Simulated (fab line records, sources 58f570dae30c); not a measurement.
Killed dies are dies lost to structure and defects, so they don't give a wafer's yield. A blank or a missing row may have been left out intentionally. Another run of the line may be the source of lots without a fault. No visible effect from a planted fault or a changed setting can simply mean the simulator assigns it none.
A single fault, viewed from 2 desks || flow berkeley_cmos170 || what lay behind the numbers comes last; until then each desk has only its own

## METROLOGY DESK
Lot by lot, what the gauges showed, no matter which tool ran the lot: averages of those sampled wafers that carry a number. Any lot whose mean is over 4 standard deviations away from the usual mean is out of limits and marked OUT; that distance is given in the brackets.
Columns: A = cd_nm at UCB170_NLDD_CD_MEAS_06, usual 1199.9 nm; B = NLDD_OVL at UCB170_NLDD_OVL_MEAS_07, usual -1 nm; C = NLDD_TW at UCB170_NLDD_TW_MEAS_11, usual 2215; D = SPACER_TEOS_THK at UCB170_SPACER_THK_MEAS_01, usual 377 nm
{"lot": "L476", "first seen here": "day 8 08:55", "A": 1198.6, "B": -4, "C": 2213, "D": 364}
{"lot": "L482", "first seen here": "day 9 01:28", "A": 1199.2, "B": -6, "C": 2202, "D": 381}
{"lot": "L485", "first seen here": "day 10 01:29", "A": 1199.6, "B": 1, "C": 2216, "D": 380}
{"lot": "L493", "first seen here": "day 12 00:25", "A": 1196.9, "B": 1, "C": 2238, "D": 376}
{"lot": "L497", "first seen here": "day 12 02:42", "A": 1199.9, "B": 3, "C": 2201, "D": 376}
{"lot": "L496", "first seen here": "day 12 03:12", "A": 1202.5, "B": -8, "C": 2207, "D": 377}
This desk found nothing out of limits on any of the 6 lots.

## THE TOOL OWNER'S DESK: rie_diel-01
The tool's own readings at UCB170_SPACER_ETCHBACK_03 (etches SiO2 in CHF3/CF4/Ar, stops on Si, target depth 376 nm, time 100 s): means of the sampled wafers that have a number, for each lot that ran on this tool. Any lot whose mean is over 4 standard deviations away from the usual mean is out of limits and marked OUT; that distance is given in the brackets.
Columns: A = drypump_motor_current_A at UCB170_SPACER_ETCHBACK_03, usual 5.8 A; B = oes_product_au at UCB170_SPACER_ETCHBACK_03, usual 0.897 a.u.; C = throttle_valve_pct at UCB170_SPACER_ETCHBACK_03, usual 6.49 %
{"lot": "L476", "first seen here": "day 8 18:08", "A": 5.6, "B": 0.861, "C": 6.49}
{"lot": "L497", "first seen here": "day 12 07:44", "A": 5.4, "B": "0.764 (-8.9) OUT", "C": 6.32}
{"lot": "L496", "first seen here": "day 12 07:49", "A": 5.5, "B": "0.775 (-8.2) OUT", "C": 6.44}
This desk's verdict: out of limits on L496, L497, starting with L497 at day 12 07:44 (oes_product_au at UCB170_SPACER_ETCHBACK_03). L476: within limits.

## PUT TOGETHER
The tool owner's desk could have raised an alarm at day 12 07:44, on L496, L497.
Metrology desk: nothing out of limits seen.
The metrology desk holds a record of L496, L497, inside its limits.
Every lot named ran UCB170_SPACER_ETCHBACK_03 on rie_diel-01.

## WHAT THE SIMULATOR HAD INSERTED
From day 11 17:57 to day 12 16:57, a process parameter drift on rie_diel-01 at UCB170_SPACER_ETCHBACK_03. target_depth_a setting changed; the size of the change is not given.
Struck lots among those shown: L496, L497.
Time in hours from fault onset to the first out-of-limits reading at each desk: the tool owner's desk, 14.
